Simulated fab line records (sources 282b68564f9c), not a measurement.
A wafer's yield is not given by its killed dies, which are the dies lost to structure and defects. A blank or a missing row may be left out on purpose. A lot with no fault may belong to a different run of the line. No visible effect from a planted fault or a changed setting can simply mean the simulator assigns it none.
fab line records    flow rit_cmos
[record] lots = 5  wafers = 15  last_day = 7
route steps=202 shown ACTIVE@1 M1@202
lots with no fault: from the same line, run without faults
start_h: start of the lot's first displayed wafer, in hours after the record's first day    wait_h: hours from the lot's prior step to this one    " the same as in the row above    L1.1+2: several wafers, shown together as one row    - value missing, or start not given    * or withheld: withheld    < > ~ a bound
route shown NAME@n: a module of which the file shows steps, and the number in the route of the first    usual: average and standard deviation across the fault-free wafers    same: alike in all rows    chamber/n: place in a boat    sites: the reading at each site    _std_site: standard deviation of those values    _edge_site: the outer-site mean with the inner-site mean subtracted    radius_mm: for every site, how far away it sits from the centre of the wafer    mask NAME#n: copy n    behind: tool/chamber where the wafer was last shaped    hold: reason for holding the lot/hours on hold/outcome of the hold    device: names the non-switching transistor (n, p or np)    end of line: at the end of the route, the tests of the same wafers    a step without rows: its recipe alone    killed: count of dies lost to structure and defects at first sort (not the wafer's yield)    map: a wafer's dies, marking killed ones x, the rest . and places with no die _
set.NAME: the setting the step ran with; set.NAME@STEP: the setting that earlier step ran with    model.NAME: the simulator's own value behind a step, which no gauge read
lots at selected steps of the route; one table per step, one row per wafer
services: when a tool's chamber went out of use (start_h, in hours from the record's first day, below 0 if earlier), for how many hours, and the reason
[[steps]]
[step RIT_ACTIVE_BOW_MEAS_00]
[recipe] mode = bow
[usual] INCOMING_BOW = 0/6.7
lot.wafer  tool           chamber  start_h  wait_h  INCOMING_BOW[um]
L861.1     film_metro-02  -        15.00    -       -11
L861.4     "              -        "        "       7
L861.6     "              -        "        "       -4
L863.1     film_metro-04  -        25.00    -       -6
L863.3     "              -        "        "       -16
L863.6     "              -        "        "       4
L869.1     film_metro-04  -        55.00    -       -6
L869.3     "              -        "        "       1
L869.4     "              -        "        "       3
L881.3     film_metro-04  -        115.04   -       -7
L881.4     "              -        "        "       4
L881.6     "              -        "        "       -3
L883.2     film_metro-02  -        125.02   -       -2
L883.3     "              -        "        "       2
L883.4     "              -        "        "       -1
[step RIT_ACTIVE_OXIDATION_01]
[recipe] temp_c = 1000  ambient = O2  target_thk_a = 468  ox_time_s = 3360
[step RIT_ACTIVE_THK_MEAS_02]
[recipe] reads = SiO2_of_ACTIVE_OXIDATION_01
[usual] ACTIVE_OXIDE_THK = 47.0/0.93
lot.wafer  tool           chamber  start_h  wait_h  ACTIVE_OXIDE_THK[nm]
L861.1     film_metro-04  -        17.66    0.0     48.0
L861.4     "              -        "        "       47.9
L861.6     "              -        "        "       47.5
L863.1     film_metro-04  -        27.97    0.0     48.1
L863.3     "              -        "        "       49.0
L863.6     "              -        "        "       48.5
L869.1     film_metro-04  -        59.58    0.0     46.1
L869.3     "              -        "        "       46.0
L869.4     "              -        "        "       46.2
L881.3     film_metro-04  -        118.56   0.0     45.8
L881.4     "              -        "        "       45.1
L881.6     "              -        "        "       45.4
L883.2     film_metro-04  -        127.06   0.0     47.5
L883.3     "              -        "        "       46.5
L883.4     "              -        "        "       46.7
[step RIT_ACTIVE_CVD_03]
[recipe] material = Si3N4  target_thk_nm = 150  temp_c = 810  precursor = SiH2Cl2/NH3  time_s = 1500  pressure_mtorr = 300  sih2cl2_flow_sccm = 60  nh3_flow_sccm = 150
[step RIT_ACTIVE_THK_MEAS_04]
[recipe] reads = Si3N4_of_ACTIVE_CVD_03
[usual] ACTIVE_NITRIDE_THK = 150.2/1.4
lot.wafer  tool           chamber  start_h  wait_h  ACTIVE_NITRIDE_THK[nm]
L861.1     film_metro-02  -        19.13    0.0     150.4
L861.4     "              -        "        "       150.0
L861.6     "              -        "        "       150.5
L863.1     film_metro-04  -        29.45    0.0     150.0
L863.3     "              -        "        "       148.7
L863.6     "              -        "        "       148.2
L869.1     film_metro-02  -        62.94    0.0     151.2
L869.3     "              -        "        "       150.5
L869.4     "              -        "        "       152.1
L881.3     film_metro-04  -        120.04   0.0     151.0
L881.4     "              -        "        "       151.0
L881.6     "              -        "        "       151.8
L883.2     film_metro-02  -        128.54   0.0     149.3
L883.3     "              -        "        "       149.2
L883.4     "              -        "        "       149.1
[step RIT_ACTIVE_HMDS_05]
[recipe] prime_time_s = 60  prime_temp_c = 140
[step RIT_ACTIVE_COAT_06]
[recipe] resist = NOVOLAK  spin_rpm = 3250  resist_thk_nm = 1000
[step RIT_ACTIVE_SOFTBAKE_07]
[recipe] resist = NOVOLAK  temp_c = 90  time_s = 60
[step RIT_ACTIVE_EXPOSE_08]
[recipe] mask_id = M1  na = 0.6  source_shape = conventional  sigma_outer = 0.6  target_cd_nm = 1400  dose_mj = 225
[usual] exposure_dose_mJ_cm2 = 224.99/0.23
lot.wafer  tool              chamber  start_h  wait_h  mask  exposure_dose_mJ_cm2
L861.1     iline_stepper-02  0        19.94    0.2     M1#0  224.91
L861.4     "                 0        "        "       M1#0  224.71
L861.6     "                 0        "        "       M1#0  224.84
L863.1     iline_stepper-02  0        30.09    0.2     M1#0  224.82
L863.3     "                 0        "        "       M1#0  224.85
L863.6     "                 0        "        "       M1#0  224.75
L869.1     iline_stepper-01  0        63.57    0.2     M1#0  219.27
L869.3     "                 0        "        "       M1#0  219.69
L869.4     "                 0        "        "       M1#0  219.76
L881.3     iline_stepper-01  0        120.69   0.2     M1#0  224.56
L881.4     "                 0        "        "       M1#0  224.58
L881.6     "                 0        "        "       M1#0  224.91
L883.2     iline_stepper-01  0        129.06   0.1     M1#0  225.32
L883.3     "                 0        "        "       M1#0  225.37
L883.4     "                 0        "        "       M1#0  225.13
[step RIT_ACTIVE_PEB_09]
[recipe] resist = NOVOLAK  temp_c = withheld  time_s = withheld
[step RIT_ACTIVE_DEVELOP_10]
[recipe] resist = NOVOLAK  develop_time_s = 50  dev_temp_c = 23
[step RIT_ACTIVE_CD_MEAS_11]
[recipe] target_cd_nm = 1400
[usual] cd_nm = 1399.9/2.4
lot.wafer  tool       chamber  start_h  wait_h  cd_nm
L861.1     cd_sem-01  -        20.34    -       1401.8
L861.4     "          -        "        "       1395.0
L861.6     "          -        "        "       1398.9
L863.1     cd_sem-02  -        30.48    -       1397.5
L863.3     "          -        "        "       1399.4
L863.6     "          -        "        "       1397.8
L869.1     cd_sem-01  -        63.97    -       1369.4
L869.3     "          -        "        "       1381.6
L869.4     "          -        "        "       1378.6
L881.3     cd_sem-02  -        121.09   -       1398.9
L881.4     "          -        "        "       1399.9
L881.6     "          -        "        "       1399.8
L883.2     cd_sem-02  -        129.46   -       1404.7
L883.3     "          -        "        "       1401.5
L883.4     "          -        "        "       1403.7
[step RIT_ACTIVE_HARDBAKE_12]
[recipe] resist = NOVOLAK  temp_c = 140  time_s = 60
[step RIT_ACTIVE_ETCH_13]
[recipe] stop_on = SiO2  chemistry = SF6  target = Si3N4  time_s = 210  over_etch_frac = 0.4  SF6_flow_sccm = 200  pressure_mtorr = 260  rf_w = 125  target_depth_a = 2100
[usual] drypump_motor_current_A = 5.8/0.62  oes_product_au = 0.818/0.011  throttle_valve_pct = 7.53/0.1
lot.wafer  tool         chamber  start_h  wait_h  drypump_motor_current_A  oes_product_au  rf_hours_counter_h  throttle_valve_pct  model.ACTIVE.cd_nm
L861.1     rie_diel-04  0        20.61    0.1     6.5                      0.824           5                   7.67                1402
L861.4     "            1        "        "       4.8                      0.803           69                  7.49                1395
L861.6     "            3        "        "       6.5                      0.817           -                   7.56                1399
L863.1     rie_diel-02  3        30.75    0.1     6.2                      0.818           42                  7.59                1397
L863.3     "            0        "        "       6.2                      0.813           11                  7.47                1399
L863.6     "            3        "        "       6.2                      0.812           -                   7.61                1398
L869.1     rie_diel-04  3        64.24    0.1     6.5                      0.816           122                 7.55                1370
L869.3     "            1        "        "       4.8                      0.811           70                  7.49                1382
L869.4     "            0        "        "       6.5                      0.831           6                   7.67                1379
L881.3     rie_diel-04  0        121.32   0.1     6.6                      0.829           7                   7.66                1399
L881.4     "            2        "        "       5.3                      0.837           130                 7.67                1400
L881.6     "            2        "        "       5.3                      0.829           -                   7.65                1400
L883.2     rie_diel-02  1        129.71   0.1     5.3                      0.818           76                  7.38                1405
L883.3     "            2        "        "       6.0                      0.808           7                   7.43                1401
L883.4     "            0        "        "       6.2                      0.807           13                  7.48                1404
[step RIT_ACTIVE_STRIP_14]
[recipe] chemistry = O2  time_s = 180  resist = NOVOLAK  platen_temp_c = withheld  power_w = 500  pressure_mtorr = 4000  o2_flow_sccm = 4000
[usual] drypump_motor_current_A = 5.7/0.45
lot.wafer  tool             chamber  start_h  wait_h  drypump_motor_current_A  rf_hours_counter_h
L861.1     plasma_asher-01  1        20.74    0.1     6.6                      23
L861.4     "                0        "        "       5.0                      -
L861.6     "                1        "        "       6.6                      -
L863.1     plasma_asher-02  0        30.89    0.1     5.9                      40
L863.3     "                0        "        "       5.9                      -
L863.6     "                1        "        "       5.9                      -
L869.1     plasma_asher-03  1        64.38    0.1     5.2                      39
L869.3     "                0        "        "       5.5                      -
L869.4     "                1        "        "       5.2                      -
L881.3     plasma_asher-02  1        121.52   0.1     5.9                      -
L881.4     "                0        "        "       5.9                      -
L881.6     "                1        "        "       5.9                      -
L883.2     plasma_asher-02  1        129.84   0.1     5.9                      51
L883.3     "                1        "        "       5.9                      -
L883.4     "                0        "        "       5.9                      -
[step RIT_M1_PROBE_99]
[usual] killed_at_contacts = 0.1/0.3  killed_at_front_end = 6.9/2.9  killed_dies = 7.0/2.9  killed_open = 3.3/2  killed_short = 3.7/2
[same] gross_dies = 264  killed_at_M0_to_M3 = 0  killed_at_M4_up = 0  killed_at_back_side = 0  killed_at_other = 0
lot.wafer  tool       chamber  start_h  wait_h  killed_at_contacts  killed_at_front_end  killed_dies  killed_open  killed_short
L861.1     prober-02  -        66.79    0.1     0                   3                    3            1            2
L861.4     prober-02  -        66.94    0.2     0                   9                    9            3            6
L861.6     prober-02  -        67.04    0.2     0                   5                    5            3            2
L863.1     prober-02  -        72.64    0.1     0                   6                    6            4            2
L863.3     prober-02  -        72.74    0.2     0                   7                    7            7            0
L863.6     prober-02  -        72.89    0.2     0                   12                   12           7            5
L869.1     prober-02  -        109.37   0.1     0                   5                    5            2            3
L869.3     prober-02  -        109.47   0.2     0                   4                    4            3            1
L869.4     prober-02  -        109.52   0.2     0                   12                   12           5            7
L881.3     prober-02  -        166.04   0.2     0                   5                    5            3            2
L881.4     prober-02  -        166.09   0.2     2                   9                    11           3            8
L881.6     prober-02  -        166.19   0.2     0                   7                    7            1            6
L883.2     prober-02  -        176.60   0.1     1                   6                    7            6            1
L883.3     prober-02  -        176.65   0.2     0                   9                    9            6            3
L883.4     prober-02  -        176.70   0.2     0                   5                    5            3            2
// killed by level:class
L861.1 REOX:geometric_particle:open=1 SPACER:geometric_particle:short=1 SILICIDE:geometric_particle:short=1
L861.4 GATE:geometric_particle:short=2 GATE:geometric_particle:open=2 REOX:geometric_particle:short=2 FOX1:geometric_particle:short=1 FOX2:geometric_particle:open=1 SILICIDE:geometric_particle:short=1
L861.6 GATE:geometric_particle:short=2 SPACER:geometric_particle:open=2 GATE:geometric_particle:open=1
L863.1 FOX1:geometric_particle:short=2 GATE:geometric_particle:open=2 FOX1:geometric_particle:open=1 SPACER:geometric_particle:open=1
L863.3 GATE:geometric_particle:open=4 FOX2:geometric_particle:open=2 SILICIDE:geometric_particle:open=1
L863.6 REOX:geometric_particle:open=3 GATE:geometric_particle:short=2 SPACER:geometric_particle:open=2 FOX1:geometric_particle:open=1 FOX2:geometric_particle:short=1 SPACER:geometric_particle:short=1 SILICIDE:geometric_particle:open=1 SILICIDE:geometric_particle:short=1
L869.1 GATE:geometric_particle:short=2 FOX2:geometric_particle:short=1 GATE:geometric_particle:open=1 REOX:geometric_particle:open=1
L869.3 SILICIDE:geometric_particle:open=2 GATE:geometric_particle:open=1 REOX:geometric_particle:short=1
L869.4 SILICIDE:geometric_particle:short=4 GATE:geometric_particle:open=2 GATE:geometric_particle:short=2 FOX1:geometric_particle:open=1 FOX2:geometric_particle:short=1 REOX:geometric_particle:open=1 SILICIDE:geometric_particle:open=1
L881.3 GATE:geometric_particle:open=3 GATE:geometric_particle:short=1 SPACER:geometric_particle:short=1
L881.4 SPACER:geometric_particle:short=3 GATE:geometric_particle:short=2 GATE:geometric_particle:open=2 CONTACT:geometric_particle:short=2 REOX:geometric_particle:short=1 SPACER:geometric_particle:open=1
L881.6 GATE:geometric_particle:short=4 SPACER:geometric_particle:short=2 SPACER:geometric_particle:open=1
L883.2 GATE:geometric_particle:open=3 SPACER:geometric_particle:open=1 SILICIDE:geometric_particle:short=1 SILICIDE:geometric_particle:open=1 CONTACT:geometric_particle:open=1
L883.3 REOX:geometric_particle:open=3 GATE:geometric_particle:open=2 REOX:geometric_particle:short=2 FOX2:geometric_particle:short=1 SPACER:geometric_particle:open=1
L883.4 GATE:geometric_particle:open=2 SPACER:geometric_particle:short=2 REOX:geometric_particle:open=1
[[services]]
tool              chamber  start_h  hours  kind
iline_stepper-02  -        4.52     1.7    pm
rie_diel-04       -        9.98     0.3    repair
plasma_asher-03   -        19.09    12.5   repair
plasma_asher-01   -        29.87    3.1    repair
plasma_asher-03   -        31.62    2.8    pm
iline_stepper-01  -        43.38    12.1   repair
plasma_asher-02   -        46.64    0.4    repair
plasma_asher-01   -        78.99    1.2    repair
rie_diel-02       3        87.01    1.5    repair
plasma_asher-01   -        101.44   14.6   pm
plasma_asher-02   -        103.31   2.4    repair
iline_stepper-01  -        114.52   2.6    repair
iline_stepper-01  -        126.48   1.7    pm
rie_diel-04       3        126.81   10.0   repair
[[key]]
[first_sign] step = RIT_ACTIVE_EXPOSE_08  reading = exposure_dose_mJ_cm2  direction = down  sigmas = 23  usual = 224.99  struck = 219.57
[effect] step = RIT_ACTIVE_CD_MEAS_11  reading = cd_nm  direction = down  sigmas = 9.6  usual = 1399.9  struck = 1376.5  through = control_loop
[model_effect] step = RIT_ACTIVE_ETCH_13  value = ACTIVE.cd_nm  without = 1397  struck = 1377
met_at RIT_ACTIVE_EXPOSE_08
struck_wafers L869.1,L869.3,L869.4
tester_left_out L869
[loop_trim] step = RIT_ACTIVE_EXPOSE_08  setting = dose  lots = L869
[fault] kind = process_parameter_drift  tool = iline_stepper-01  chamber = -  onset_h = 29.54  steps = RIT_ACTIVE_EXPOSE_08  channel = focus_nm  offset = 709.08  spread_by_wafer = 0.3  shape = step  end_h = 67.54
// tester_left_out: of these lots the tester's yield and bins aren't shown, on N5 and GAA mostly nor the transistor test; their killed dies are dies lost to structure and defects alone, not to doping, threshold or leakage, so they don't give the yield
// loop_trim: a control loop set the setting to another value than it would have without faults
